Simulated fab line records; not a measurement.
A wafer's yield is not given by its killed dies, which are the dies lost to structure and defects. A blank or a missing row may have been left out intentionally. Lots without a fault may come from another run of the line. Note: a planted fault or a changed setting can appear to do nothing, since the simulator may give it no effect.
Lot-split experiment || flow berkeley-cmos170 || on a route of 331 steps: 5 lots, 23 wafers read

## THE SPLIT ITSELF
At UCB170_ACTIVE_STRIP_16 (strips in O2), the setting power-w was moved away from the recipe's 400 W on 8 of the 23 wafers read, by -7.2% to +8.8%. This setting was run at the recipe's value on the other wafers.

The reading comes from the split's own step.

## THE READING
oes-product-au, in a.u., at UCB170_ACTIVE_STRIP_16 (strips in O2). On this fab line, fault-free wafers typically give 0.721 a.u. with a standard deviation of 0.0048 a.u.

{"wafer": "L075.1", "tool, chamber at the split": "plasma-asher-04, 1", "power-w as run, W": 400, "against the recipe": "recipe", "oes-product-au, a.u.": 0.725, "against lot-mates on the recipe": "-"}
{"wafer": "L075.2", "tool, chamber at the split": "plasma-asher-04, 0", "power-w as run, W": 435.1, "against the recipe": "+8.8%", "oes-product-au, a.u.": 0.752, "against lot-mates on the recipe": "+0.026"}
{"wafer": "L075.3", "tool, chamber at the split": "plasma-asher-04, 1", "power-w as run, W": 400, "against the recipe": "recipe", "oes-product-au, a.u.": 0.726, "against lot-mates on the recipe": "-"}
{"wafer": "L075.5", "tool, chamber at the split": "plasma-asher-04, 1", "power-w as run, W": 435.1, "against the recipe": "+8.8%", "oes-product-au, a.u.": 0.750, "against lot-mates on the recipe": "+0.024"}
{"wafer": "L075.6", "tool, chamber at the split": "plasma-asher-04, 0", "power-w as run, W": 435.1, "against the recipe": "+8.8%", "oes-product-au, a.u.": 0.751, "against lot-mates on the recipe": "+0.025"}
{"wafer": "L074.1", "tool, chamber at the split": "plasma-asher-02, 0", "power-w as run, W": 400, "against the recipe": "recipe", "oes-product-au, a.u.": 0.727, "against lot-mates on the recipe": "-"}
{"wafer": "L074.3", "tool, chamber at the split": "plasma-asher-02, 1", "power-w as run, W": 400, "against the recipe": "recipe", "oes-product-au, a.u.": 0.728, "against lot-mates on the recipe": "-"}
{"wafer": "L074.6", "tool, chamber at the split": "plasma-asher-02, 1", "power-w as run, W": 400, "against the recipe": "recipe", "oes-product-au, a.u.": 0.715, "against lot-mates on the recipe": "-"}
{"wafer": "L080.1", "tool, chamber at the split": "plasma-asher-02, 0", "power-w as run, W": 400, "against the recipe": "recipe", "oes-product-au, a.u.": 0.723, "against lot-mates on the recipe": "-"}
{"wafer": "L080.2", "tool, chamber at the split": "plasma-asher-02, 1", "power-w as run, W": 400, "against the recipe": "recipe", "oes-product-au, a.u.": 0.720, "against lot-mates on the recipe": "-"}
{"wafer": "L080.3", "tool, chamber at the split": "plasma-asher-02, 1", "power-w as run, W": 371.1, "against the recipe": "-7.2%", "oes-product-au, a.u.": 0.692, "against lot-mates on the recipe": -0.030}
{"wafer": "L080.4", "tool, chamber at the split": "plasma-asher-02, 0", "power-w as run, W": 371.1, "against the recipe": "-7.2%", "oes-product-au, a.u.": 0.692, "against lot-mates on the recipe": -0.030}
{"wafer": "L080.6", "tool, chamber at the split": "plasma-asher-02, 1", "power-w as run, W": 371.1, "against the recipe": "-7.2%", "oes-product-au, a.u.": 0.692, "against lot-mates on the recipe": -0.030}
{"wafer": "L081.1", "tool, chamber at the split": "plasma-asher-01, 1", "power-w as run, W": 400, "against the recipe": "recipe", "oes-product-au, a.u.": 0.711, "against lot-mates on the recipe": "-"}
{"wafer": "L081.2", "tool, chamber at the split": "plasma-asher-01, 0", "power-w as run, W": 400, "against the recipe": "recipe", "oes-product-au, a.u.": 0.721, "against lot-mates on the recipe": "-"}
{"wafer": "L081.3", "tool, chamber at the split": "plasma-asher-01, 0", "power-w as run, W": 400, "against the recipe": "recipe", "oes-product-au, a.u.": 0.718, "against lot-mates on the recipe": "-"}
{"wafer": "L081.4", "tool, chamber at the split": "plasma-asher-01, 1", "power-w as run, W": 400, "against the recipe": "recipe", "oes-product-au, a.u.": 0.723, "against lot-mates on the recipe": "-"}
{"wafer": "L081.5", "tool, chamber at the split": "plasma-asher-01, 1", "power-w as run, W": 400, "against the recipe": "recipe", "oes-product-au, a.u.": 0.721, "against lot-mates on the recipe": "-"}
{"wafer": "L082.1", "tool, chamber at the split": "plasma-asher-02, 0", "power-w as run, W": 400, "against the recipe": "recipe", "oes-product-au, a.u.": 0.728, "against lot-mates on the recipe": "-"}
{"wafer": "L082.2", "tool, chamber at the split": "plasma-asher-02, 1", "power-w as run, W": 424.9, "against the recipe": "+6.2%", "oes-product-au, a.u.": 0.741, "against lot-mates on the recipe": "+0.016"}
{"wafer": "L082.3", "tool, chamber at the split": "plasma-asher-02, 0", "power-w as run, W": 400, "against the recipe": "recipe", "oes-product-au, a.u.": 0.723, "against lot-mates on the recipe": "-"}
{"wafer": "L082.4", "tool, chamber at the split": "plasma-asher-02, 1", "power-w as run, W": 424.9, "against the recipe": "+6.2%", "oes-product-au, a.u.": 0.741, "against lot-mates on the recipe": "+0.016"}
{"wafer": "L082.6", "tool, chamber at the split": "plasma-asher-02, 1", "power-w as run, W": 400, "against the recipe": "recipe", "oes-product-au, a.u.": 0.724, "against lot-mates on the recipe": "-"}

THE FIT
A straight line over all 23 wafers: oes-product-au changes by +0.00359 a.u. for each +1% of power-w; r = +0.97; the points scatter about the line by 0.0043 a.u.
The same after taking each lot's own level away (the mean of its wafers on the recipe; 23 wafers): +0.0033 a.u. for each +1%; r = +0.97; scatter 0.004 a.u.
On that fit, the largest move of power-w shifts the reading by 0.029 a.u.
From 0.7188 to 0.7255 a.u.: that is the span of the lots' own levels, equal to 1.4 times the standard deviation above.
Hence the lot-to-lot level has little effect on the slope; both slopes agree.
Check: +0.0276 a.u. against its lot-mates is what the line predicts for one of the wafers moved furthest among these (+8.8%) when that wafer is left out of the fit. It came out at +0.0265 a.u. against them.
Tool readings at the split's step, against how far the setting was moved: oes-product-au r = +0.97; strip-time-to-endpoint-s r = -0.41.

## THESE WAFERS: OTHER SPLITS
Other splits were also applied to these wafers ahead of the reading. Each is held against what the fit with the lots' levels taken away leaves over:
{"other split on the same wafers": "UCB170_START_OXIDATION_02 ox-time-s", "wafers away from the commonest value": 18, "r with oes-product-au (lot level and that fit taken away)": -0.15}
{"other split on the same wafers": "UCB170_ACTIVE_CVD_05 nh3-flow-sccm", "wafers away from the commonest value": 18, "r with oes-product-au (lot level and that fit taken away)": -0.08}
{"other split on the same wafers": "UCB170_ACTIVE_COAT_08 resist-thk-nm", "wafers away from the commonest value": 8, "r with oes-product-au (lot level and that fit taken away)": "+0.20"}

## THE WHOLE CHAIN: every reading that the file lists as answering this split, in the file's order
{"step": "UCB170_ACTIVE_STRIP_16", "what it does": "strips in O2", "reading": "oes-product-au", "change (the file's fit)": "+0.00318 a.u. for each +1% of the setting", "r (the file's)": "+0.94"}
{"step": "UCB170_ACTIVE_STRIP_16", "what it does": "strips in O2", "reading": "strip-time-to-endpoint-s", "change (the file's fit)": "withheld for each +1% of the setting, in a fit together with resist-thk-nm@ACTIVE_COAT_08", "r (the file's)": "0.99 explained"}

## THE FILE'S OWN FIT
oes-product-au changes by +0.00318 a.u. for each +1% of power-w, r = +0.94.
